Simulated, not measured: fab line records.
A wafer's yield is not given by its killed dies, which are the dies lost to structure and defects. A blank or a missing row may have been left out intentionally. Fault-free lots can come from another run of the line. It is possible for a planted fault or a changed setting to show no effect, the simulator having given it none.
fab line records | flow rit-cmos
record: lots: 14 wafers: 42 last-day: 7
route steps=202 shown SILICIDE@163 M1@184
lots that met no fault: from a run of the same line without faults
start-h: hours from the record's opening day to when the first of the lot's shown wafers began | wait-h: hours since the lot's step before | " identical to the entry in the row above | L1.1+2: several wafers, shown together as one row | - either no value or no given start | * or withheld: withheld | < > ~ a bound
route shown NAME@n: NAME is a module with steps in the file, n the number in the route of the first one | usual: mean/standard deviation of fault-free wafers | same: alike in all rows | chamber/n: place in a boat | sites: readings site by site | _std_site: how widely they spread, as a standard deviation | _edge_site: outer sites' mean less inner sites' | radius-mm: how far each site lies from the wafer's centre | mask NAME#n: copy n | behind: the most recent tool/chamber to have shaped the wafer | hold: what put the lot on hold/how long, in hours/how the hold closed | device: names the non-switching transistor (n, p or np) | end of line: the same wafers' tests at the end of the route | step lacking rows: just its recipe | killed: not the wafer's yield, but the dies lost to structure and defects at the first sort | map: a wafer's dies, x killed, . not, _ none there
set.NAME: the setting the step ran with; set.NAME@STEP: the setting that earlier step ran with | model.NAME: the simulator's own value behind a step, which no gauge read
one table for each step of the route and one row for each wafer, over a sample of lots
== steps ==
step: RIT_SILICIDE_RS_MEAS_02
recipe: thk-meas-gauge: four-point-probe reads: Ti_of_SILICIDE_SPUTTER_01
usual: SILICIDE_TI_RS: 48.3/0.9
columns lot.wafer tool chamber start-h wait-h SILICIDE_TI_RS[ohm/sq]
L778.2 film-metro-03 - 61.60 0.1 49.1
L778.3 " - " " 48.8
L778.4 " - " " 48.2
L779.2 film-metro-04 - 74.58 0.1 48.8
L779.3 " - " " 48.5
L779.5 " - " " 48.0
L780.4 film-metro-04 - 87.48 0.1 48.7
L780.5 " - " " 48.8
L780.6 " - " " 50.3
L781.1 film-metro-04 - 91.23 0.1 48.4
L781.4 " - " " 48.4
L781.5 " - " " 47.5
L782.1 film-metro-02 - 93.73 0.1 47.1
L782.2 " - " " 48.1
L782.6 " - " " 46.9
L783.4 film-metro-03 - 99.96 0.1 49.7
L783.5 " - " " 48.7
L783.6 " - " " 48.8
L784.4 film-metro-04 - 100.34 0.1 47.8
L784.5 " - " " 47.7
L784.6 " - " " 47.8
L786.1 film-metro-02 - 118.94 0.1 45.9
L786.3 " - " " 47.4
L786.4 " - " " 45.9
L791.2 film-metro-04 - 132.72 0.1 47.5
L791.3 " - " " 46.9
L791.4 " - " " 48.5
L792.1 film-metro-04 - 136.08 0.1 47.8
L792.3 " - " " 47.4
L792.5 " - " " 47.2
L793.1 film-metro-02 - 136.84 0.1 48.7
L793.3 " - " " 48.6
L793.5 " - " " 48.6
L794.1 film-metro-02 - 145.73 0.1 48.1
L794.4 " - " " 48.3
L794.6 " - " " 48.6
L796.1 film-metro-04 - 151.65 0.1 49.3
L796.2 " - " " 49.1
L796.5 " - " " 49.2
L799.1 film-metro-04 - 159.75 0.1 49.3
L799.3 " - " " 49.1
L799.5 " - " " 49.0
step: RIT_SILICIDE_THK_MEAS_03
recipe: thk-meas-gauge: xrf reads: Ti_of_SILICIDE_SPUTTER_01
usual: SILICIDE_TI_THK: 29.6/0.46
columns lot.wafer tool chamber start-h wait-h SILICIDE_TI_THK[nm]
L778.2 film-metro-03 - 61.71 0.1 28.9
L778.3 " - " " 29.3
L778.4 " - " " 29.7
L779.2 film-metro-04 - 74.69 0.1 29.4
L779.3 " - " " 29.4
L779.5 " - " " 29.7
L780.4 film-metro-04 - 87.57 0.1 29.4
L780.5 " - " " 29.3
L780.6 " - " " 28.7
L781.1 film-metro-04 - 91.35 0.1 29.4
L781.4 " - " " 29.6
L781.5 " - " " 30.1
L782.1 film-metro-02 - 93.85 0.1 30.4
L782.2 " - " " 29.8
L782.6 " - " " 30.4
L783.4 film-metro-03 - 100.05 0.1 28.8
L783.5 " - " " 29.4
L783.6 " - " " 29.3
L784.4 film-metro-04 - 100.43 0.1 29.7
L784.5 " - " " 29.8
L784.6 " - " " 29.7
L786.1 film-metro-02 - 119.06 0.1 30.7
L786.3 " - " " 30.0
L786.4 " - " " 30.7
L791.2 film-metro-04 - 132.83 0.1 30.0
L791.3 " - " " 30.2
L791.4 " - " " 29.3
L792.1 film-metro-04 - 136.20 0.1 29.9
L792.3 " - " " 30.0
L792.5 " - " " 30.0
L793.1 film-metro-02 - 136.96 0.1 29.5
L793.3 " - " " 29.4
L793.5 " - " " 29.4
L794.1 film-metro-02 - 145.85 0.1 29.6
L794.4 " - " " 29.5
L794.6 " - " " 29.5
L796.1 film-metro-04 - 151.77 0.1 29.1
L796.2 " - " " 29.4
L796.5 " - " " 29.2
L799.1 film-metro-04 - 159.87 0.1 29.1
L799.3 " - " " 29.2
L799.5 " - " " 29.1
step: RIT_M1_SPUTTER_00
recipe: material: Al target-thk-nm: 400 power-w: 2000 chamber-pressure-pa: 0.4 gas: Ar time-s: 500 substrate-temp-c: 25
usual: chamber-pressure-pa: 0.3999/0.00082 throttle-valve-pct: 30.1/0.58
columns lot.wafer tool chamber start-h wait-h chamber-pressure-pa throttle-valve-pct
L778.2 pvd-sputter-01 - 64.28 0.0 0.4012 29.6
L778.3 " - " " 0.3994 29.5
L778.4 " - " " 0.3990 29.6
L779.2 pvd-sputter-02 - 77.28 0.0 0.4003 30.8
L779.3 " - " " 0.4005 30.0
L779.5 " - " " 0.3988 31.0
L780.4 pvd-sputter-01 - 90.14 0.0 0.4006 29.2
L780.5 " - " " 0.3999 29.5
L780.6 " - " " 0.4002 29.8
L781.1 pvd-sputter-04 - 94.03 0.0 0.4007 31.2
L781.4 " - " " 0.4006 31.0
L781.5 " - " " 0.3999 30.4
L782.1 pvd-sputter-01 - 97.11 0.0 0.4009 29.2
L782.2 " - " " 0.4003 30.1
L782.6 " - " " 0.3986 29.6
L783.4 pvd-sputter-04 - 102.64 0.0 0.3983 30.1
L783.5 " - " " 0.4003 31.3
L783.6 " - " " 0.3997 30.5
L784.4 pvd-sputter-01 - 103.18 0.0 0.4000 29.4
L784.5 " - " " 0.4000 30.2
L784.6 " - " " 0.3996 29.4
L786.1 pvd-sputter-01 - 122.23 0.0 0.4000 29.9
L786.3 " - " " 0.3997 29.8
L786.4 " - " " 0.3983 29.3
L791.2 pvd-sputter-01 - 135.73 0.0 0.3633 30.5
L791.3 " - " " 0.3642 31.7
L791.4 " - " " 0.3626 31.0
L792.1 pvd-sputter-01 - 139.03 0.0 0.3628 31.3
L792.3 " - " " 0.3632 31.2
L792.5 " - " " 0.3608 31.7
L793.1 pvd-sputter-04 - 139.94 0.0 0.3999 31.2
L793.3 " - " " 0.4001 30.4
L793.5 " - " " 0.3996 31.1
L794.1 pvd-sputter-04 - 148.80 0.0 0.3989 30.3
L794.4 " - " " 0.4005 31.3
L794.6 " - " " 0.3999 30.5
L796.1 pvd-sputter-04 - 154.36 0.0 0.3992 31.2
L796.2 " - " " 0.4007 30.3
L796.5 " - " " 0.4010 30.6
L799.1 pvd-sputter-04 - 162.34 0.0 0.4013 30.9
L799.3 " - " " 0.3993 30.1
L799.5 " - " " 0.4007 30.0
step: RIT_M1_BOW_MEAS_16
recipe: mode: bow
usual: M1_BOW: 16/6.2
columns lot.wafer tool chamber start-h wait-h M1_BOW[um]
L778.2 film-metro-03 - 68.34 0.0 16
L778.3 " - " " 19
L778.4 " - " " 10
L779.2 film-metro-03 - 81.24 0.0 15
L779.3 " - " " 29
L779.5 " - " " 27
L780.4 film-metro-01 - 94.41 0.1 25
L780.5 " - " " 20
L780.6 " - " " 7
L781.1 film-metro-01 - 98.60 0.0 16
L781.4 " - " " 10
L781.5 " - " " 19
L782.1 film-metro-03 - 101.06 0.0 13
L782.2 " - " " 8
L782.6 " - " " 19
L783.4 film-metro-01 - 106.72 0.1 17
L783.5 " - " " 11
L783.6 " - " " 16
L784.4 film-metro-02 - 108.22 0.1 16
L784.5 " - " " 18
L784.6 " - " " 23
L786.1 film-metro-01 - 127.91 0.0 23
L786.3 " - " " 21
L786.4 " - " " 13
L791.2 film-metro-01 - 139.79 0.0 15
L791.3 " - " " 11
L791.4 " - " " 7
L792.1 film-metro-03 - 143.06 0.0 11
L792.3 " - " " 23
L792.5 " - " " 17
L793.1 film-metro-03 - 144.56 0.0 29
L793.3 " - " " 13
L793.5 " - " " 16
L794.1 film-metro-03 - 153.84 0.0 12
L794.4 " - " " 17
L794.6 " - " " 18
L796.1 film-metro-03 - 158.38 0.0 13
L796.2 " - " " 15
L796.5 " - " " 14
L799.1 film-metro-03 - 166.33 0.0 12
L799.3 " - " " 23
L799.5 " - " " 7
step: RIT_M1_PROBE_99
usual: defect-limited-yield: 97.4/1.1 killed-at-contacts: 0.1/0.23 killed-at-front-end: 6.7/2.9 killed-dies: 6.8/2.9 killed-open: 3.5/2.1 killed-short: 3.2/1.9 sort_bin_3_pad_short: 0.1/0.2 sort_bin_5_function: 1.5/0.86 sort_bin_6_memory: 1.0/0.69 sort-n-pass: 257.2/2.9 sort-yield-pct: 97.4/1.1
same: gross-dies: 264 killed_at_M0_to_M3: 0 killed_at_M4_up: 0 killed-at-back-side: 0 killed-at-other: 0
columns lot.wafer tool chamber start-h wait-h defect-limited-yield[%] killed-at-contacts killed-at-front-end killed-dies killed-open killed-short sort_bin_3_pad_short[%] sort_bin_5_function[%] sort_bin_6_memory[%] sort-n-pass sort-yield-pct[%]
L778.2 prober-01 - 68.49 0.1 96.2 0 10 10 5 5 0 3.0 0.8 254.0 96.2
L778.3 prober-01 - 68.54 0.2 97.3 0 7 7 3 4 0 1.9 0.8 257.0 97.3
L778.4 prober-01 - 68.59 0.2 98.5 0 4 4 3 1 0 0.4 1.1 260.0 98.5
L779.2 prober-02 - 81.39 0.1 95.8 0 11 11 7 3 0 1.9 2.3 253.0 95.8
L779.3 prober-02 - 81.44 0.2 98.1 0 5 5 3 2 0 1.1 0.8 259.0 98.1
L779.5 prober-02 - 81.54 0.2 97.7 0 6 6 1 5 0 1.5 0.8 258.0 97.7
L780.4 prober-01 - 94.62 0.2 97.3 0 7 7 5 2 0 1.9 0.8 257.0 97.3
L780.5 prober-01 - 94.67 0.2 98.1 0 5 5 3 2 0 0.8 1.1 259.0 98.1
L780.6 prober-01 - 94.72 0.2 97.7 0 6 6 3 3 0 1.9 0.4 258.0 97.7
L781.1 prober-02 - 98.72 0.1 96.2 0 10 10 4 6 0 3.0 0.8 254.0 96.2
L781.4 prober-02 - 98.87 0.2 93.9 0 16 16 10 6 0.4 3.8 1.9 248.0 93.9
L781.5 prober-02 - 98.92 0.2 96.2 0 10 10 5 5 0 2.7 1.1 254.0 96.2
L782.1 prober-01 - 101.18 0.1 98.1 0 5 5 2 3 0 1.1 0.8 259.0 98.1
L782.2 prober-01 - 101.23 0.1 98.1 0 5 5 1 4 0 1.1 0.8 259.0 98.1
L782.6 prober-01 - 101.43 0.2 97.7 0 6 6 5 1 0 1.9 0.4 258.0 97.7
L783.4 prober-02 - 106.93 0.2 98.5 0 4 4 3 1 0 0.8 0.8 260.0 98.5
L783.5 prober-02 - 106.98 0.2 97.3 0 7 7 2 5 1.1 1.1 0.4 257.0 97.3
L783.6 prober-02 - 107.03 0.2 96.6 0 9 9 5 4 0 2.3 1.1 255.0 96.6
L784.4 prober-01 - 108.43 0.2 97.0 0 8 8 4 4 0 1.1 1.9 256.0 97.0
L784.5 prober-01 - 108.48 0.2 97.7 0 6 6 3 3 0.4 0.8 1.1 258.0 97.7
L784.6 prober-01 - 108.53 0.2 97.7 0 6 6 2 4 0.4 1.5 0.4 258.0 97.7
L786.1 prober-01 - 128.03 0.1 97.3 0 7 7 5 2 0 1.9 0.8 257.0 97.3
L786.3 prober-01 - 128.13 0.2 96.2 1 9 10 9 1 0 2.3 1.5 254.0 96.2
L786.4 prober-01 - 128.18 0.2 97.3 0 7 7 2 5 0 1.5 1.1 257.0 97.3
L791.2 prober-01 - 139.94 0.1 96.2 0 10 10 7 3 0 3.0 0.8 254.0 96.2
L791.3 prober-01 - 139.99 0.2 97.0 0 8 8 4 4 0 1.5 1.5 256.0 97.0
L791.4 prober-01 - 140.04 0.2 98.1 1 4 5 5 0 0 0.8 1.1 259.0 98.1
L792.1 prober-01 - 143.18 0.1 97.7 0 6 6 3 3 0 1.5 0.8 258.0 97.7
L792.3 prober-01 - 143.28 0.2 97.3 0 7 7 2 5 0.4 1.1 1.1 257.0 97.3
L792.5 prober-01 - 143.38 0.2 98.5 0 4 4 1 3 0 0.8 0.8 260.0 98.5
L793.1 prober-02 - 144.68 0.1 95.5 0 12 12 5 7 0.4 3.8 0.4 252.0 95.5
L793.3 prober-02 - 144.78 0.2 98.5 0 4 4 3 1 0 0.8 0.8 260.0 98.5
L793.5 prober-02 - 144.88 0.2 98.9 0 3 3 2 1 0 0.8 0.4 261.0 98.9
L794.1 prober-02 - 153.96 0.1 97.3 0 7 7 1 6 0.4 1.9 0.4 257.0 97.3
L794.4 prober-02 - 154.11 0.2 96.2 0 10 10 4 6 0.8 1.9 1.1 254.0 96.2
L794.6 prober-02 - 154.21 0.2 98.5 0 4 4 1 3 0.4 0 1.1 260.0 98.5
L796.1 prober-02 - 158.50 0.1 98.9 0 3 3 1 2 0 0 1.1 261.0 98.9
L796.2 prober-02 - 158.55 0.1 98.9 0 3 3 0 3 0 0.4 0.8 261.0 98.9
L796.5 prober-02 - 158.70 0.2 95.1 0 13 13 6 7 0.4 2.3 2.3 251.0 95.1
L799.1 prober-02 - 166.45 0.1 98.9 0 3 3 2 1 0 0.4 0.8 261.0 98.9
L799.3 prober-02 - 166.55 0.2 98.1 0 5 5 2 3 0.4 1.1 0.4 259.0 98.1
L799.5 prober-02 - 166.65 0.2 97.3 0 7 7 3 4 0 1.9 0.8 257.0 97.3
killed by level:class
L778.2 GATE:geometric-particle:open=3 GATE:geometric-particle:short=2 REOX:geometric-particle:short=2 FOX1:geometric-particle:short=1 FOX1:geometric-particle:open=1 SPACER:geometric-particle:open=1
L778.3 REOX:geometric-particle:short=2 FOX1:geometric-particle:open=1 FOX2:geometric-particle:short=1 GATE:geometric-particle:open=1 GATE:geometric-particle:short=1 REOX:geometric-particle:open=1
L778.4 SPACER:geometric-particle:open=2 GATE:geometric-particle:short=1 REOX:geometric-particle:open=1
L779.2 GATE:geometric-particle:open=4 REOX:geometric-particle:open=1 FOX1:geometric-particle:short=1 FOX1:geometric-particle:open=1 GATE:geometric-particle:short=1 SPACER:geometric-particle:short=1 SILICIDE:geometric-particle:open=1 NSD:coat-microbubble-printed=1
L779.3 FOX1:geometric-particle:open=2 FOX2:geometric-particle:short=2 SPACER:geometric-particle:open=1
L779.5 GATE:geometric-particle:short=4 GATE:geometric-particle:open=1 FOX2:geometric-particle:short=1
L780.4 FOX1:geometric-particle:open=3 REOX:geometric-particle:short=1 SPACER:geometric-particle:open=1 SILICIDE:geometric-particle:short=1 SILICIDE:geometric-particle:open=1
L780.5 FOX1:geometric-particle:short=1 GATE:geometric-particle:open=1 REOX:geometric-particle:short=1 SPACER:geometric-particle:open=1 SILICIDE:geometric-particle:open=1
L780.6 FOX1:geometric-particle:short=2 REOX:geometric-particle:open=1 SPACER:geometric-particle:short=1 SPACER:geometric-particle:open=1 SILICIDE:geometric-particle:open=1
L781.1 GATE:geometric-particle:short=3 FOX1:geometric-particle:short=2 FOX1:geometric-particle:open=1 FOX2:geometric-particle:open=1 FOX2:geometric-particle:short=1 GATE:geometric-particle:open=1 SPACER:geometric-particle:open=1
L781.4 FOX1:geometric-particle:open=3 GATE:geometric-particle:open=3 GATE:geometric-particle:short=2 REOX:geometric-particle:open=2 SPACER:geometric-particle:open=2 SPACER:geometric-particle:short=2 ACTIVE:geometric-particle:short=1 SILICIDE:geometric-particle:short=1
L781.5 GATE:geometric-particle:open=3 GATE:geometric-particle:short=2 SPACER:geometric-particle:short=2 FOX1:geometric-particle:short=1 REOX:geometric-particle:open=1 SILICIDE:geometric-particle:open=1
L782.1 GATE:geometric-particle:short=2 REOX:geometric-particle:open=1 SILICIDE:geometric-particle:open=1 SILICIDE:geometric-particle:short=1
L782.2 FOX2:geometric-particle:short=2 FOX1:geometric-particle:short=1 GATE:geometric-particle:open=1 GATE:geometric-particle:short=1
L782.6 FOX1:geometric-particle:open=2 GATE:geometric-particle:short=1 GATE:geometric-particle:open=1 REOX:geometric-particle:open=1 SPACER:geometric-particle:open=1
L783.4 SPACER:geometric-particle:open=2 GATE:geometric-particle:open=1 REOX:geometric-particle:short=1
L783.5 REOX:geometric-particle:short=2 FOX1:geometric-particle:short=1 FOX1:geometric-particle:open=1 GATE:geometric-particle:short=1 SPACER:geometric-particle:open=1 SILICIDE:geometric-particle:short=1
L783.6 GATE:geometric-particle:short=2 SPACER:geometric-particle:open=2 FOX1:geometric-particle:short=1 GATE:geometric-particle:open=1 REOX:geometric-particle:open=1 SPACER:geometric-particle:short=1 SILICIDE:geometric-particle:open=1
L784.4 FOX1:geometric-particle:open=2 GATE:geometric-particle:short=2 GATE:geometric-particle:open=1 REOX:geometric-particle:short=1 SPACER:geometric-particle:open=1 SPACER:geometric-particle:short=1
L784.5 GATE:geometric-particle:short=2 REOX:geometric-particle:open=2 GATE:geometric-particle:open=1 SPACER:geometric-particle:short=1
L784.6 FOX1:geometric-particle:short=2 GATE:geometric-particle:short=1 GATE:geometric-particle:open=1 SPACER:geometric-particle:open=1 SILICIDE:geometric-particle:short=1
L786.1 SPACER:geometric-particle:open=2 FOX2:geometric-particle:open=1 GATE:geometric-particle:short=1 REOX:geometric-particle:open=1 REOX:geometric-particle:short=1 SILICIDE:geometric-particle:open=1
L786.3 SILICIDE:geometric-particle:open=3 GATE:geometric-particle:open=2 REOX:geometric-particle:open=2 FOX1:geometric-particle:open=1 GATE:geometric-particle:short=1 CONTACT:geometric-particle:open=1
L786.4 GATE:geometric-particle:short=3 FOX1:geometric-particle:short=1 FOX2:geometric-particle:short=1 GATE:geometric-particle:open=1 REOX:geometric-particle:open=1
L791.2 REOX:geometric-particle:open=3 GATE:geometric-particle:open=2 FOX1:geometric-particle:short=1 FOX2:geometric-particle:open=1 GATE:geometric-particle:short=1 SILICIDE:geometric-particle:short=1 SILICIDE:geometric-particle:open=1
L791.3 SILICIDE:geometric-particle:short=2 SILICIDE:geometric-particle:open=2 FOX1:geometric-particle:open=1 GATE:geometric-particle:short=1 GATE:geometric-particle:open=1 SPACER:geometric-particle:short=1
L791.4 GATE:geometric-particle:open=4 CONTACT:geometric-particle:open=1
L792.1 GATE:geometric-particle:open=2 FOX1:geometric-particle:short=1 GATE:geometric-particle:short=1 REOX:geometric-particle:open=1 SILICIDE:geometric-particle:short=1
L792.3 GATE:geometric-particle:open=2 REOX:geometric-particle:short=2 ACTIVE:geometric-particle:short=1 FOX1:geometric-particle:short=1 GATE:geometric-particle:short=1
L792.5 FOX1:geometric-particle:open=1 GATE:geometric-particle:short=1 REOX:geometric-particle:short=1 SPACER:geometric-particle:short=1
L793.1 FOX2:geometric-particle:short=3 GATE:geometric-particle:open=3 GATE:geometric-particle:short=2 FOX1:geometric-particle:short=1 FOX1:geometric-particle:open=1 SILICIDE:geometric-particle:open=1 SILICIDE:geometric-particle:short=1
L793.3 FOX1:geometric-particle:open=1 FOX2:geometric-particle:open=1 GATE:geometric-particle:short=1 GATE:geometric-particle:open=1
L793.5 FOX1:geometric-particle:open=1 GATE:geometric-particle:open=1 REOX:geometric-particle:short=1
L794.1 GATE:geometric-particle:short=2 SPACER:geometric-particle:short=2 GATE:geometric-particle:open=1 REOX:geometric-particle:short=1 SILICIDE:geometric-particle:short=1
L794.4 SILICIDE:geometric-particle:short=4 SILICIDE:geometric-particle:open=2 GATE:geometric-particle:short=1 GATE:geometric-particle:open=1 REOX:geometric-particle:open=1 SPACER:geometric-particle:short=1
L794.6 REOX:geometric-particle:short=2 GATE:geometric-particle:short=1 GATE:geometric-particle:open=1
L796.1 SILICIDE:geometric-particle:short=2 SILICIDE:geometric-particle:open=1
L796.2 SPACER:geometric-particle:short=2 FOX1:geometric-particle:short=1
L796.5 GATE:geometric-particle:open=3 SILICIDE:geometric-particle:short=3 GATE:geometric-particle:short=2 SILICIDE:geometric-particle:open=2 FOX1:geometric-particle:short=1 SPACER:geometric-particle:short=1 SPACER:geometric-particle:open=1
L799.1 FOX2:geometric-particle:short=1 GATE:geometric-particle:open=1 SILICIDE:geometric-particle:open=1
L799.3 GATE:geometric-particle:short=2 FOX2:geometric-particle:open=1 GATE:geometric-particle:open=1 SPACER:geometric-particle:short=1
L799.5 GATE:geometric-particle:short=2 GATE:geometric-particle:open=2 REOX:geometric-particle:open=1 REOX:geometric-particle:short=1 SPACER:geometric-particle:short=1
== key ==
first-sign: step: RIT_M1_SPUTTER_00 reading: chamber-pressure-pa direction: down sigmas: 45 usual: 0.3999 struck: 0.3628
effect: step: RIT_M1_SPUTTER_00 reading: throttle-valve-pct direction: up sigmas: 2 usual: 30.1 struck: 31.2
met-at RIT_M1_SPUTTER_00
struck-lots L791,L792
not-acting-at RIT_SILICIDE_RS_MEAS_02,RIT_SILICIDE_THK_MEAS_03,RIT_M1_BOW_MEAS_16
onset-between 122.23 135.73
fault: kind: process-parameter-drift tool: pvd-sputter-01 chamber: - onset-h: 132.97 steps: RIT_M1_SPUTTER_00 channel: chamber-pressure-pa offset: -0.036836 shape: step end-h: 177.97 stated: 0.4
